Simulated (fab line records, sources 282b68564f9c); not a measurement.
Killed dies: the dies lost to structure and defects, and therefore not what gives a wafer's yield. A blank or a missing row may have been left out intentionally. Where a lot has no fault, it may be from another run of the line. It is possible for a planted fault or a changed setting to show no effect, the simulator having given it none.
A lot that was struck, set against a sound lot + flow rit cmos + 34 steps out of a route of 202
Sound: wafers L675.1, L675.2, L675.4. Wafers struck: L679.1, L679.2, L679.6. Last of all comes the cause.
Per side, at each step with rows, come the tool, then ch with its chambers, and then its first start. Under that, the readings that differ: sound wafers + struck wafers + difference of the means + sigmas: that difference in standard deviations of wafers without a fault.
alike: words and numbers the same on both sides, and readings whose means are apart by under 2 such deviations; not compared: readings that were withheld, readings missing a value for some wafer, numbers with overlapping values and no deviation given by the record, and bounds like >300 which may hide the same value.
A row with sigmas, a row that says differs or no value, or rows on one side alone: a step with any of these is where the two part. Numbers that don't overlap but have no deviation are shown without sigmas and don't part them. A reading that every wafer of one side lacks parts them only if that side has two wafers or more.

first, 2 steps without rows for these wafers: RIT_SPACER_CLEAN_02 (cleans in SC2, time 600 s); RIT_SPACER_CVD_03 (deposits Si3N4 from SiH2Cl2/NH3, target thk 250 nm, time 3300 s).
RIT_SPACER_THK_MEAS_04:
  sound: film metro-04 at day 4 13:17; struck: film metro-04 at day 5 10:45
  alike: SPACER_NITRIDE_THK
RIT_SPACER_ETCHBACK_05: etches Si3N4 in SF6/CHF3, stops on SiO2, target depth 250 nm, time 240 s.
  sound on rie diel-01 ch 1,2, day 4 13:21; struck on rie diel-01 ch 0,1,3, day 5 10:49
  alike: chamber pressure mTorr, drypump motor current A, oes product au, throttle valve pct
  not compared: rf hours counter h
then, 6 steps without rows for these wafers: RIT_NSD_HMDS_00 (prime time 60 s); RIT_NSD_COAT_01 (resist thk 989.5 nm); RIT_NSD_SOFTBAKE_02 (time 60 s); RIT_NSD_EXPOSE_03 (exposes mask M9, target cd 40700 nm); RIT_NSD_PEB_04; RIT_NSD_DEVELOP_05 (develop time 50 s).
RIT_NSD_OVL_MEAS_06:
  sound: overlay-01 at day 4 14:29; struck: overlay-02 at day 5 11:56
  alike: NSD_OVL
then, 1 step without rows for these wafers: RIT_NSD_HARDBAKE_07 (time 60 s).
RIT_NSD_IMPLANT_08:
  sound on implanter-03 ch 0, day 4 14:40; struck on implanter-03 ch 0, day 5 12:07
| reading                   | sound                | struck               | difference | sigmas      |
|---------------------------|----------------------|----------------------|------------|-------------|
| beam energy keV           | 24.991 24.990 25.004 | 22.468 22.474 22.459 | -2.528     | -99 or more |
| model.implant.rp nm (nm)  | 32.58 32.58 32.58    | 30.56 30.56 30.56    | -2.02      |             |
| model.implant.drp nm (nm) | 14.84 14.84 14.84    | 13.91 13.91 13.91    | -0.93      |             |
  alike: beam on s
RIT_NSD_STRIP_09: strips in O2, time 180 s.
  sound on plasma asher-04 ch 0,1, day 4 14:49; struck on plasma asher-02 ch 0,1, day 5 12:16
  alike: chamber pressure mTorr, drypump motor current A, o2 flow sccm
  not compared: rf hours counter h
RIT_NSD_TW_MEAS_10:
  sound: film metro-01 at day 4 14:59; struck: film metro-02 at day 5 12:27
| reading | sound          | struck         | difference | sigmas |
|---------|----------------|----------------|------------|--------|
| NSD_TW  | 3057 3086 3087 | 2998 3013 3007 | -71        | -2     |
then, 6 steps without rows for these wafers: RIT_PSD_HMDS_00 (prime time 60 s); RIT_PSD_COAT_01 (resist thk 1000 nm); RIT_PSD_SOFTBAKE_02 (time 60 s); RIT_PSD_EXPOSE_03 (exposes mask M10, target cd 40900 nm); RIT_PSD_PEB_04; RIT_PSD_DEVELOP_05 (develop time 50 s).
RIT_PSD_OVL_MEAS_06:
  sound: overlay-02 at day 4 15:54; struck: overlay-01 at day 5 13:46
  alike: PSD_OVL
then, 2 steps without rows for these wafers: RIT_PSD_HARDBAKE_07 (time 60 s); RIT_PSD_IMPLANT_08.
RIT_PSD_STRIP_09: strips in O2, time 180 s.
  sound on plasma asher-03 ch 0,1, day 4 16:14; struck on plasma asher-03 ch 0,1, day 5 14:07
  alike: chamber pressure mTorr, drypump motor current A, o2 flow sccm
  not compared: rf hours counter h
RIT_PSD_TW_MEAS_10:
  sound: film metro-03 at day 4 16:25; struck: film metro-03 at day 5 14:17
  alike: PSD_TW
then, 3 steps without rows for these wafers: RIT_SDANNEAL_CLEAN_00 (cleans in SC1, time 600 s); RIT_SDANNEAL_CLEAN_01 (cleans in dHF, time 30 s); RIT_SDANNEAL_CLEAN_02 (cleans in SC2, time 590 s).
RIT_SDANNEAL_RTA_03: time 5 s.
  sound on rtp anneal-02 ch 0, day 4 16:52; struck on rtp anneal-02 ch 0, day 5 14:43
  alike: wafer_temp_C_max
RIT_SDANNEAL_RS_MEAS_04: measurement is done with a four-point probe.
  sound: film metro-03 at day 4 16:56; struck: film metro-01 at day 5 14:46
  alike: PSD_RS
RIT_SDANNEAL_RS_MEAS_05: measurement is done with a four-point probe.
  sound: film metro-03 at day 4 17:03; struck: film metro-01 at day 5 14:53
| reading         | sound             | struck            | difference | sigmas |
|-----------------|-------------------|-------------------|------------|--------|
| NSD_RS (ohm/sq) | 84.52 84.34 84.54 | 86.26 86.00 85.95 | +1.60      | +6     |
RIT_SDANNEAL_RS_MEAS_06: measurement is done with a four-point probe.
  sound: film metro-03 at day 4 17:10; struck: film metro-01 at day 5 15:01
  alike: PLDD_RS
RIT_M1_PROBE_99:
  sound: prober-02 at day 5 00:11; struck: prober-01 at day 5 22:09
| reading                              | sound             | struck            | difference | sigmas |
|--------------------------------------|-------------------|-------------------|------------|--------|
| model.etest.contact nplus.end ohm um | 41.41 41.66 40.61 | 44.09 43.79 44.37 | +2.86      |        |
  alike: killed at contacts, killed at front end, killed dies, killed open, killed short

## WHERE THEY PART
At RIT_NSD_IMPLANT_08 first; at RIT_SDANNEAL_RS_MEAS_05 last (within this record only). Later steps at which nothing parts them and some readings are alike: RIT_SDANNEAL_RS_MEAS_06, RIT_M1_PROBE_99.

WHY: what had been put in by the simulator
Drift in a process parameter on implanter-03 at RIT_NSD_IMPLANT_08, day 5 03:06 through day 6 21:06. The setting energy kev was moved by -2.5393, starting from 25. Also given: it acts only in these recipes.
